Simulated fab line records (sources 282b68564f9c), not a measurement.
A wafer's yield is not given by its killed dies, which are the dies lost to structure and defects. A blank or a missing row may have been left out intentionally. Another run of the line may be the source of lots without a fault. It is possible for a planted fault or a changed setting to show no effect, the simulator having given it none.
fab line records + flow ritCmos
record
- lots=6
- wafers=18
- lastDay=8
route steps=202 shown PWELL@49 WELLDRIVE@50 NWELL@51 NRETRO@53 M1@202
lots that met no fault: from a run of the same line without faults
startH: the number of hours between the record's first day and the start of the first shown wafer of the lot + waitH: how many hours have passed since the lot's step before this one + " the same as in the row above + L1.1+2: a single row standing in for several wafers + - no value, or no start given + * or withheld: withheld + < > ~ a bound
route shown NAME@n: a module of which the file shows steps, and the number in the route of the first + usual: mean/standard deviation of fault-free wafers + same: alike in all rows + chamber/n: place in a boat + sites: the reading at each site + _std_site: standard deviation of those values + _edge_site: outer sites' mean less inner sites' + radiusMm: for every site, how far away it sits from the centre of the wafer + mask NAME#n: copy n + behind: tool/chamber where the wafer was last shaped + hold: why the lot was held/for how many hours/how that ended + device: the n, p or np transistor that did not switch + end of line: the route-end tests of the same wafers + for a step that has no rows: nothing shown but its recipe + killed: dies that structure and defects cost at the first sort, which is not the same as the wafer's yield + map: a wafer's dies, marking killed ones x, the rest . and places with no die _
set.NAME: the setting that was run; set.NAME@STEP: the one run at that earlier step + model.NAME: the simulator's own value behind a step, which no gauge read
lots seen at some steps along the route; tables by step, rows by wafer
services: the hour from which a tool's chamber was out of use, counted from the record's first day as startH (under 0 if before that day), plus the number of hours and why
## steps
# step RIT_PWELL_TW_MEAS_10
# usual
- PWELL_TW=953/6.8
| lot.wafer | tool         | chamber | startH | waitH | PWELL_TW |
|-----------|--------------|---------|--------|-------|----------|
| L710.2    | filmMetro-02 | -       | 22.78  | 0.1   | 950      |
| L710.5    | "            | -       | "      | "     | 947      |
| L710.6    | "            | -       | "      | "     | 950      |
| L718.2    | filmMetro-02 | -       | 63.08  | 0.1   | 951      |
| L718.5    | "            | -       | "      | "     | 953      |
| L718.6    | "            | -       | "      | "     | 947      |
| L726.2    | filmMetro-02 | -       | 112.43 | 0.1   | 963      |
| L726.4    | "            | -       | "      | "     | 954      |
| L726.5    | "            | -       | "      | "     | 958      |
| L727.1    | filmMetro-03 | -       | 113.40 | 0.1   | 971      |
| L727.3    | "            | -       | "      | "     | 970      |
| L727.6    | "            | -       | "      | "     | 970      |
| L733.1    | filmMetro-04 | -       | 146.50 | 0.1   | 951      |
| L733.3    | "            | -       | "      | "     | 947      |
| L733.5    | "            | -       | "      | "     | 953      |
| L732.3    | filmMetro-02 | -       | 146.76 | 0.1   | 955      |
| L732.4    | "            | -       | "      | "     | 958      |
| L732.5    | "            | -       | "      | "     | 956      |
# step RIT_WELLDRIVE_ANNEAL_00
# recipe
- tempC=1100
- timeS=14700
- ambient=N2
# step RIT_WELLDRIVE_RS_MEAS_01
# recipe
- thkMeasGauge=four-point-probe
# usual
- NWELL_RS=275.6/0.69
| lot.wafer | tool         | chamber | startH | waitH | NWELL_RS[ohm/sq] |
|-----------|--------------|---------|--------|-------|------------------|
| L710.2    | filmMetro-04 | -       | 29.35  | 0.0   | 275.0            |
| L710.5    | "            | -       | "      | "     | 274.8            |
| L710.6    | "            | -       | "      | "     | 274.8            |
| L718.2    | filmMetro-02 | -       | 68.23  | 0.0   | 275.6            |
| L718.5    | "            | -       | "      | "     | 274.8            |
| L718.6    | "            | -       | "      | "     | 275.2            |
| L726.2    | filmMetro-02 | -       | 117.75 | 0.0   | 275.2            |
| L726.4    | "            | -       | "      | "     | 275.3            |
| L726.5    | "            | -       | "      | "     | 275.7            |
| L727.1    | filmMetro-02 | -       | 121.09 | 0.0   | 275.2            |
| L727.3    | "            | -       | "      | "     | 275.5            |
| L727.6    | "            | -       | "      | "     | 275.2            |
| L733.1    | filmMetro-02 | -       | 152.51 | 0.0   | 275.4            |
| L733.3    | "            | -       | "      | "     | 275.6            |
| L733.5    | "            | -       | "      | "     | 275.2            |
| L732.3    | filmMetro-03 | -       | 152.55 | 0.0   | 276.6            |
| L732.4    | "            | -       | "      | "     | 276.5            |
| L732.5    | "            | -       | "      | "     | 276.3            |
# step RIT_WELLDRIVE_RS_MEAS_02
# recipe
- thkMeasGauge=four-point-probe
# usual
- PWELL_RS=429.6/1.4
| lot.wafer | tool         | chamber | startH | waitH | PWELL_RS[ohm/sq] |
|-----------|--------------|---------|--------|-------|------------------|
| L710.2    | filmMetro-04 | -       | 29.47  | 0.1   | 430.6            |
| L710.5    | "            | -       | "      | "     | 429.8            |
| L710.6    | "            | -       | "      | "     | 430.2            |
| L718.2    | filmMetro-02 | -       | 68.35  | 0.1   | 431.9            |
| L718.5    | "            | -       | "      | "     | 430.2            |
| L718.6    | "            | -       | "      | "     | 431.1            |
| L726.2    | filmMetro-02 | -       | 117.87 | 0.1   | 427.6            |
| L726.4    | "            | -       | "      | "     | 428.4            |
| L726.5    | "            | -       | "      | "     | 427.7            |
| L727.1    | filmMetro-02 | -       | 121.21 | 0.1   | 428.0            |
| L727.3    | "            | -       | "      | "     | 427.8            |
| L727.6    | "            | -       | "      | "     | 428.2            |
| L733.1    | filmMetro-02 | -       | 152.63 | 0.1   | 429.0            |
| L733.3    | "            | -       | "      | "     | 429.1            |
| L733.5    | "            | -       | "      | "     | 429.2            |
| L732.3    | filmMetro-03 | -       | 152.67 | 0.1   | 429.1            |
| L732.4    | "            | -       | "      | "     | 428.1            |
| L732.5    | "            | -       | "      | "     | 428.9            |
# step RIT_NRETRO_HMDS_00
# recipe
- primeTimeS=60
- primeTempC=140
# step RIT_NRETRO_COAT_01
# recipe
- resist=NOVOLAK
- spinRpm=2000
- resistThkNm=1300
# step RIT_NRETRO_SOFTBAKE_02
# recipe
- resist=NOVOLAK
- tempC=90
- timeS=60
# step RIT_NRETRO_EXPOSE_03
# recipe
- maskId=M4
- na=0.57
- targetCdNm=43900
- doseMj=250
# step RIT_NRETRO_PEB_04
# recipe
- resist=NOVOLAK
- tempC=withheld
- timeS=withheld
# step RIT_NRETRO_DEVELOP_05
# recipe
- resist=NOVOLAK
- developTimeS=68
- devTempC=23
# step RIT_NRETRO_OVL_MEAS_06
# usual
- NRETRO_OVL=-1.4/1.5
| lot.wafer | tool       | chamber | startH | waitH | NRETRO_OVL[nm] |
|-----------|------------|---------|--------|-------|----------------|
| L710.2    | overlay-01 | -       | 30.45  | -     | -2.4           |
| L710.5    | "          | -       | "      | "     | -3.8           |
| L710.6    | "          | -       | "      | "     | -2.9           |
| L718.2    | overlay-01 | -       | 69.42  | -     | -2.9           |
| L718.5    | "          | -       | "      | "     | -1.1           |
| L718.6    | "          | -       | "      | "     | -3.6           |
| L726.2    | overlay-02 | -       | 118.98 | -     | -3.0           |
| L726.4    | "          | -       | "      | "     | -2.2           |
| L726.5    | "          | -       | "      | "     | -3.3           |
| L727.1    | overlay-01 | -       | 122.34 | -     | -0.9           |
| L727.3    | "          | -       | "      | "     | -0.2           |
| L727.6    | "          | -       | "      | "     | 0.8            |
| L733.1    | overlay-02 | -       | 153.76 | -     | -2.1           |
| L733.3    | "          | -       | "      | "     | -2.9           |
| L733.5    | "          | -       | "      | "     | -3.3           |
| L732.3    | overlay-01 | -       | 154.01 | -     | -0.9           |
| L732.4    | "          | -       | "      | "     | -1.2           |
| L732.5    | "          | -       | "      | "     | -0.8           |
# step RIT_NRETRO_HARDBAKE_07
# recipe
- resist=NOVOLAK
- tempC=140
- timeS=120
# step RIT_NRETRO_IMPLANT_08
# recipe
- species=P
- energyKev=70
- doseCm2=1e+13
- tiltDeg=7
# usual
- beamEnergyKeV=69.999/0.025
| lot.wafer | tool         | chamber | startH | waitH | beamEnergyKeV | model.implant.drpNm |
|-----------|--------------|---------|--------|-------|---------------|---------------------|
| L710.2    | implanter-02 | 0       | 30.76  | 0.2   | 70.027        | 33.94               |
| L710.5    | "            | 0       | "      | "     | 69.996        | 33.94               |
| L710.6    | "            | 0       | "      | "     | 70.014        | 33.94               |
| L718.2    | implanter-03 | 0       | 69.72  | 0.2   | 70.014        | 33.94               |
| L718.5    | "            | 0       | "      | "     | 69.977        | 33.94               |
| L718.6    | "            | 0       | "      | "     | 70.040        | 33.94               |
| L726.2    | implanter-03 | 0       | 119.29 | 0.2   | 70.920        | 34.32               |
| L726.4    | "            | 0       | "      | "     | 70.925        | 34.32               |
| L726.5    | "            | 0       | "      | "     | 70.904        | 34.32               |
| L727.1    | implanter-03 | 0       | 122.62 | 0.2   | 70.918        | 34.32               |
| L727.3    | "            | 0       | "      | "     | 70.934        | 34.32               |
| L727.6    | "            | 0       | "      | "     | 70.920        | 34.32               |
| L733.1    | implanter-02 | 0       | 154.04 | 0.2   | 69.996        | 33.94               |
| L733.3    | "            | 0       | "      | "     | 69.991        | 33.94               |
| L733.5    | "            | 0       | "      | "     | 70.029        | 33.94               |
| L732.3    | implanter-04 | 0       | 154.34 | 0.2   | 69.969        | 33.94               |
| L732.4    | "            | 0       | "      | "     | 70.023        | 33.94               |
| L732.5    | "            | 0       | "      | "     | 70.010        | 33.94               |
# step RIT_NRETRO_STRIP_09
# recipe
- chemistry=O2
- timeS=180
- resist=NOVOLAK
- platenTempC=withheld
- powerW=500
- pressureMtorr=4000
- o2FlowSccm=4000
# usual
- drypumpMotorCurrentA=5.4/0.34
- o2FlowSccm=4000/12
- rfReflPowerW=6.7/1.1
| lot.wafer | tool           | chamber | startH | waitH | drypumpMotorCurrentA | o2FlowSccm | rfHoursCounterH | rfReflPowerW |
|-----------|----------------|---------|--------|-------|----------------------|------------|-----------------|--------------|
| L710.2    | plasmaAsher-03 | 1       | 30.88  | 0.1   | 5.3                  | 4009       | 24              | 5.6          |
| L710.5    | "              | 0       | "      | "     | 5.8                  | 4003       | -               | 5.0          |
| L710.6    | "              | 1       | "      | "     | 5.3                  | 4004       | -               | 5.7          |
| L718.2    | plasmaAsher-01 | 1       | 69.85  | 0.1   | 4.9                  | 3999       | 35              | 7.6          |
| L718.5    | "              | 1       | "      | "     | 4.9                  | 3990       | -               | 7.8          |
| L718.6    | "              | 0       | "      | "     | 5.3                  | 4012       | -               | 7.2          |
| L726.2    | plasmaAsher-03 | 1       | 119.41 | 0.1   | 5.3                  | 3965       | 33              | 6.0          |
| L726.4    | "              | 1       | "      | "     | 5.2                  | 3978       | -               | 6.2          |
| L726.5    | "              | 1       | "      | "     | 5.2                  | 3995       | -               | 5.6          |
| L727.1    | plasmaAsher-03 | 1       | 122.77 | 0.1   | 5.2                  | 4005       | 33              | 5.8          |
| L727.3    | "              | 0       | "      | "     | 5.8                  | 4024       | -               | 5.0          |
| L727.6    | "              | 0       | "      | "     | 5.8                  | 4025       | -               | 4.8          |
| L733.1    | plasmaAsher-04 | 1       | 154.19 | 0.1   | 5.9                  | 4005       | 55              | 6.9          |
| L733.3    | "              | 0       | "      | "     | 5.3                  | 3984       | -               | 7.7          |
| L733.5    | "              | 0       | "      | "     | 5.3                  | 4000       | -               | 8.1          |
| L732.3    | plasmaAsher-01 | 0       | 154.49 | 0.1   | 5.3                  | 4035       | -               | 7.1          |
| L732.4    | "              | 1       | "      | "     | 4.9                  | 4004       | -               | 7.5          |
| L732.5    | "              | 0       | "      | "     | 5.3                  | 4035       | -               | 7.2          |
# step RIT_M1_PROBE_99
# usual
- killedAtContacts=0.1/0.27
- killedAtFrontEnd=7/3.1
- killedDies=7/3.2
- killedOpen=3.8/2.1
- killedShort=3.6/2
# same
- grossDies=264
- killed_at_M0_to_M3=0
- killed_at_M4_up=0
- killedAtBackSide=0
- killedAtOther=0
| lot.wafer | tool      | chamber | startH | waitH | killedAtContacts | killedAtFrontEnd | killedDies | killedOpen | killedShort |
|-----------|-----------|---------|--------|-------|------------------|------------------|------------|------------|-------------|
| L718.2    | prober-01 | -       | 99.66  | 0.1   | 0                | 8                | 8          | 4          | 4           |
| L718.5    | prober-01 | -       | 99.81  | 0.2   | 0                | 8                | 8          | 2          | 6           |
| L718.6    | prober-01 | -       | 99.86  | 0.2   | 0                | 3                | 3          | 2          | 1           |
# killed by level:class
L718.2 GATE:geometricParticle:short=2 GATE:geometricParticle:open=2 FOX1:geometricParticle:short=1 FOX2:geometricParticle:open=1 SPACER:geometricParticle:short=1 SPACER:geometricParticle:open=1
L718.5 GATE:geometricParticle:short=3 GATE:geometricParticle:open=2 FOX1:geometricParticle:short=1 FOX2:geometricParticle:short=1 SILICIDE:geometricParticle:short=1
L718.6 GATE:geometricParticle:short=1 REOX:geometricParticle:open=1 SPACER:geometricParticle:open=1
## services
| tool           | chamber | startH | hours | kind   |
|----------------|---------|--------|-------|--------|
| plasmaAsher-03 | -       | 54.35  | 4.3   | repair |
| plasmaAsher-01 | -       | 54.84  | 6.3   | repair |
| implanter-02   | -       | 80.94  | 8.9   | repair |
| implanter-03   | -       | 94.88  | 2.2   | repair |
| implanter-03   | -       | 112.20 | 2.0   | pm     |
| implanter-03   | -       | 122.91 | 56.3  | pm     |
| implanter-04   | -       | 142.09 | 4.7   | pm     |
## key
firstSign
- step=RIT_NRETRO_IMPLANT_08
- reading=beamEnergyKeV
- direction=up
- sigmas=37
- usual=69.999
- struck=70.920
effect none on later readings
modelEffect
- step=RIT_NRETRO_IMPLANT_08
- value=implant.drpNm
- without=33.94
- struck=34.32
metAt RIT_NRETRO_IMPLANT_08
struckWafers L726.2,L726.4,L726.5,L727.1,L727.3,L727.6
testerLeftOut L726,L727
onsetBetween 69.72 119.29
fault
- kind=processParameterDrift
- tool=implanter-03
- chamber=-
- onsetH=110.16
- steps=RIT_NRETRO_IMPLANT_08
- channel=energyKev
- offset=0.92662
- shape=step
- endH=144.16
- actsIn=theseRecipesOnly
- stated=70
# testerLeftOut: of these lots the tester's yield and bins aren't shown, on N5 and GAA mostly nor the transistor test; their killed dies are dies lost to structure and defects alone, not to doping, threshold or leakage, so they don't give the yield
